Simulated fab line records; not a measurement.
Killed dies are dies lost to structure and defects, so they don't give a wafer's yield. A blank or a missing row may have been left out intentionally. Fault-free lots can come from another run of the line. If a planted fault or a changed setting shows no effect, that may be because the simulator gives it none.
Lot-split experiment + flow ritCmos + on a route of 202 steps: 5 lots, 23 wafers read

## SPLIT DETAILS
At RIT_PSD_COAT_01 (resist thk 1000 nm), the setting spinRpm was moved away from the recipe's 3250 rpm on 8 of the 23 wafers read, by -6.2% to +7.4%. For the rest of the wafers, this setting stayed at what the recipe calls for.

## FROM THE SPLIT TO THE READING: what the file shows between them, 3 steps
- RIT_PSD_SOFTBAKE_02: time 60 s
- RIT_PSD_EXPOSE_03: exposes mask M10, target cd 40900 nm
- RIT_PSD_DEVELOP_05: develop time 50 s

## THE READING
NOVOLAK_of_PSD_COAT_01.thkNm (the simulator's own value, which no gauge read), in nm, at RIT_PSD_HARDBAKE_07 (time 60 s). The file gives no usual value for it. Average 884.8 nm, standard deviation 2 nm, over the 15 wafers here run with the recipe.

| wafer  | tool, chamber at the split | spinRpm as run, rpm | against the recipe | NOVOLAK_of_PSD_COAT_01.thkNm, nm | against lot-mates on the recipe |
|--------|----------------------------|---------------------|--------------------|----------------------------------|---------------------------------|
| L075.1 | lithoTrack-04, 0           | 3250                | recipe             | 887.6                            | -                               |
| L075.2 | lithoTrack-04, 0           | 3250                | recipe             | 880.8                            | -                               |
| L075.4 | lithoTrack-04, 0           | 3250                | recipe             | 887                              | -                               |
| L077.1 | lithoTrack-03, 0           | 3250                | recipe             | 886.9                            | -                               |
| L077.3 | lithoTrack-03, 0           | 3250                | recipe             | 884.6                            | -                               |
| L077.4 | lithoTrack-03, 0           | 3048                | -6.2%              | 914.4                            | +28.6                           |
| L077.5 | lithoTrack-03, 0           | 3048                | -6.2%              | 913.2                            | +27.5                           |
| L077.6 | lithoTrack-03, 0           | 3048                | -6.2%              | 912.8                            | +27.0                           |
| L079.1 | lithoTrack-01, 0           | 3250                | recipe             | 884.4                            | -                               |
| L079.2 | lithoTrack-01, 0           | 3250                | recipe             | 885.7                            | -                               |
| L079.3 | lithoTrack-01, 0           | 3250                | recipe             | 884.6                            | -                               |
| L079.4 | lithoTrack-01, 0           | 3250                | recipe             | 887.4                            | -                               |
| L079.6 | lithoTrack-01, 0           | 3250                | recipe             | 887                              | -                               |
| L082.1 | lithoTrack-04, 0           | 3250                | recipe             | 883.4                            | -                               |
| L082.2 | lithoTrack-04, 0           | 3088                | -5.0%              | 905.5                            | +22.0                           |
| L082.4 | lithoTrack-04, 0           | 3088                | -5.0%              | 904.5                            | +21.0                           |
| L082.5 | lithoTrack-04, 0           | 3250                | recipe             | 883.1                            | -                               |
| L082.6 | lithoTrack-04, 0           | 3250                | recipe             | 884.1                            | -                               |
| L084.1 | lithoTrack-04, 0           | 3489                | +7.4%              | 852.1                            | -30.4                           |
| L084.2 | lithoTrack-04, 0           | 3250                | recipe             | 882.3                            | -                               |
| L084.3 | lithoTrack-04, 0           | 3489                | +7.4%              | 852.9                            | -29.6                           |
| L084.5 | lithoTrack-04, 0           | 3489                | +7.4%              | 852.7                            | -29.8                           |
| L084.6 | lithoTrack-04, 0           | 3250                | recipe             | 882.7                            | -                               |

THE FIT
A straight line over all 23 wafers: NOVOLAK_of_PSD_COAT_01.thkNm changes by -4.41 nm for each +1% of spinRpm; r = -0.99; the points scatter about the line by 1.9 nm.
The same after taking each lot's own level away (the mean of its wafers on the recipe; 23 wafers): -4.24 nm for each +1%; r = -1.00; scatter 1.5 nm.
The reading moves by 31 nm for the largest change in spinRpm, on that fit.
Across the lots, their own levels run from 882.50 to 885.82 nm, a range of 1.6 times the standard deviation given above.
Hence the lot-to-lot level has little effect on the slope; both slopes agree.
Check: for one of the wafers moved furthest among these (+7.4%), held out of the fit, the line's prediction against its lot-mates is -30.9 nm. Against them it came out at -30.4 nm.

## ADDITIONAL SPLITS CARRIED BY THESE WAFERS
Before the reading, these wafers also passed through other splits. Each is held against what the fit with the lots' levels taken away leaves over:
| other split on the same wafers     | wafers away from the commonest value | r with NOVOLAK_of_PSD_COAT_01.thkNm (lot level and that fit taken away) |
|------------------------------------|--------------------------------------|-------------------------------------------------------------------------|
| RIT_ACTIVE_CVD_03 sih2cl2FlowSccm  | 15                                   | +0.09                                                                   |
| RIT_ACTIVE_DEVELOP_10 developTimeS | 7                                    | -0.09                                                                   |
| RIT_ACTIVE_STRIP_14 pressureMtorr  | 15                                   | +0.12                                                                   |
| RIT_FOX2_OXIDATION_00 oxTimeS      | 10                                   | +0.11                                                                   |
| RIT_NWELL_IMPLANT_08 energyKev     | 6                                    | -0.16                                                                   |
| RIT_NRETRO_COAT_01 spinRpm         | 7                                    | -0.01                                                                   |
| RIT_NLDD_IMPLANT_08 energyKev      | 6                                    | +0.16                                                                   |
| RIT_PLDD_IMPLANT_08 energyKev      | 10                                   | +0.05                                                                   |
| RIT_SPACER_CLEAN_01 timeS          | 15                                   | +0.01                                                                   |

## THE WHOLE CHAIN: every reading that the file lists as answering this split, in the file's order
| step                | what it does       | reading                                                                       | change (the file's fit)              | r (the file's) |
|---------------------|--------------------|-------------------------------------------------------------------------------|--------------------------------------|----------------|
| RIT_PSD_COAT_01     | resist thk 1000 nm | NOVOLAK_of_PSD_COAT_01.thkNm (the simulator's own value, which no gauge read) | -4.85 nm for each +1% of the setting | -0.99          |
| RIT_PSD_HARDBAKE_07 | time 60 s          | NOVOLAK_of_PSD_COAT_01.thkNm (the simulator's own value, which no gauge read) | -4.25 nm for each +1% of the setting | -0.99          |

## FILE'S OWN FIT
NOVOLAK_of_PSD_COAT_01.thkNm changes by -4.25 nm for each +1% of spinRpm, r = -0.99.
